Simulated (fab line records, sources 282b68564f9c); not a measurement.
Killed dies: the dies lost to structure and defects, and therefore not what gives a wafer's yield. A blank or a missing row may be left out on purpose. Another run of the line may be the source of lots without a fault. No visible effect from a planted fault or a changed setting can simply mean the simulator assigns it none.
The tool behind it: which one? || flow rit_cmos || 14 lots, 42 wafers sampled, at 2 steps of a route of 202

== WHAT THE GAUGES SHOWED, per wafer ==
RIT_SPACER_THK_MEAS_04. Usual: SPACER_NITRIDE_THK gives 248.8 nm (standard deviation 2.8).
{"lot": "L796", "measured": "day 2 21:11", "on": "film_metro-04", "SPACER_NITRIDE_THK (nm)": "250.3 252.8 251.6", "flag": ""}
{"lot": "L797", "measured": "day 3 02:14", "on": "film_metro-04", "SPACER_NITRIDE_THK (nm)": "251.4 251.0 252.4", "flag": ""}
{"lot": "L798", "measured": "day 3 08:39", "on": "film_metro-01", "SPACER_NITRIDE_THK (nm)": "247.0 248.1 247.0", "flag": ""}
{"lot": "L799", "measured": "day 3 13:32", "on": "film_metro-03", "SPACER_NITRIDE_THK (nm)": "243.0 242.7 244.3", "flag": ""}
{"lot": "L801", "measured": "day 4 00:09", "on": "film_metro-03", "SPACER_NITRIDE_THK (nm)": "249.4 247.6 248.3", "flag": ""}
{"lot": "L802", "measured": "day 4 02:56", "on": "film_metro-03", "SPACER_NITRIDE_THK (nm)": "249.8 251.0 251.1", "flag": ""}
{"lot": "L804", "measured": "day 4 14:44", "on": "film_metro-03", "SPACER_NITRIDE_THK (nm)": "250.3 250.6 251.3", "flag": ""}
{"lot": "L805", "measured": "day 4 19:25", "on": "film_metro-01", "SPACER_NITRIDE_THK (nm)": "244.5 242.3 244.8", "flag": ""}
{"lot": "L806", "measured": "day 4 23:49", "on": "film_metro-03", "SPACER_NITRIDE_THK (nm)": "252.9 253.5 253.8", "flag": ""}
{"lot": "L807", "measured": "day 5 04:31", "on": "film_metro-04", "SPACER_NITRIDE_THK (nm)": "251.4 251.0 249.9", "flag": ""}
{"lot": "L808", "measured": "day 5 10:29", "on": "film_metro-01", "SPACER_NITRIDE_THK (nm)": "250.0 250.2 250.0", "flag": ""}
{"lot": "L810", "measured": "day 5 21:06", "on": "film_metro-04", "SPACER_NITRIDE_THK (nm)": "251.6 251.9 251.9", "flag": ""}
{"lot": "L811", "measured": "day 6 04:02", "on": "film_metro-04", "SPACER_NITRIDE_THK (nm)": "281.5 279.8 280.1", "flag": "OFF"}
{"lot": "L813", "measured": "day 6 11:18", "on": "film_metro-04", "SPACER_NITRIDE_THK (nm)": "272.3 272.5 272.4", "flag": "OFF"}

== TOOL THAT RAN EACH LOT (tool first, then ch and the chambers of the sampled wafers, then the start) ==
{"lot": "L796", "RIT_SPACER_CVD_03": "lpcvd-02 ch 0, day 2 19:15"}
{"lot": "L797", "RIT_SPACER_CVD_03": "lpcvd-01 ch 0, day 3 00:18"}
{"lot": "L798", "RIT_SPACER_CVD_03": "lpcvd-01 ch 0, day 3 06:44"}
{"lot": "L799", "RIT_SPACER_CVD_03": "lpcvd-01 ch 1, day 3 11:37"}
{"lot": "L801", "RIT_SPACER_CVD_03": "lpcvd-01 ch 1, day 3 21:16"}
{"lot": "L802", "RIT_SPACER_CVD_03": "lpcvd-01 ch 1, day 4 01:01"}
{"lot": "L804", "RIT_SPACER_CVD_03": "lpcvd-01 ch 0, day 4 12:48"}
{"lot": "L805", "RIT_SPACER_CVD_03": "lpcvd-02 ch 1, day 4 17:30"}
{"lot": "L806", "RIT_SPACER_CVD_03": "lpcvd-02 ch 1, day 4 21:53"}
{"lot": "L807", "RIT_SPACER_CVD_03": "lpcvd-01 ch 0, day 5 02:35"}
{"lot": "L808", "RIT_SPACER_CVD_03": "lpcvd-02 ch 1, day 5 08:34"}
{"lot": "L810", "RIT_SPACER_CVD_03": "lpcvd-01 ch 1, day 5 19:11"}
{"lot": "L811", "RIT_SPACER_CVD_03": "lpcvd-02 ch 0, day 6 02:07"}
{"lot": "L813", "RIT_SPACER_CVD_03": "lpcvd-02 ch 1, day 6 09:23"}
- RIT_SPACER_CVD_03: deposits Si3N4 from SiH2Cl2/NH3, target thk 250 nm, time 3300 s.

== AS READ BY THE TOOLS THEMSELVES (means over the sampled wafers that have a number; for cases with no such wafer, the mark the record gives instead) ==
The record holds no such reading with a usual standard deviation.

== THE ANSWER, worked out from the rows above alone ==
Rule: a lot is off if the mean of its wafers that have a number lies more than 3 standard deviations from the usual mean. A lot without any number at a reading at which 4 lots or more have one is off too. Any other lot the step has rows for is counted as sound. The gauges are gone through in route order, then the tools' own readings, and for those a lot's mean is taken as printed above. The first step at which some lot is off is used, and at that step the reading that is off furthest; a lot without a number counts as furthest.
Off: at RIT_SPACER_THK_MEAS_04 (SPACER_NITRIDE_THK), L811, L813.
If a tool, at a process step before that reading, ran all the lots that are off and no sound lot after the first of them, it fits. Those tools and the gauges at RIT_SPACER_THK_MEAS_04 are tried in the same way. This does not decide it: 2 tools fit, namely lpcvd-02 at RIT_SPACER_CVD_03 and film_metro-04 at RIT_SPACER_THK_MEAS_04.

== WHAT THE SIMULATOR PUT IN ==
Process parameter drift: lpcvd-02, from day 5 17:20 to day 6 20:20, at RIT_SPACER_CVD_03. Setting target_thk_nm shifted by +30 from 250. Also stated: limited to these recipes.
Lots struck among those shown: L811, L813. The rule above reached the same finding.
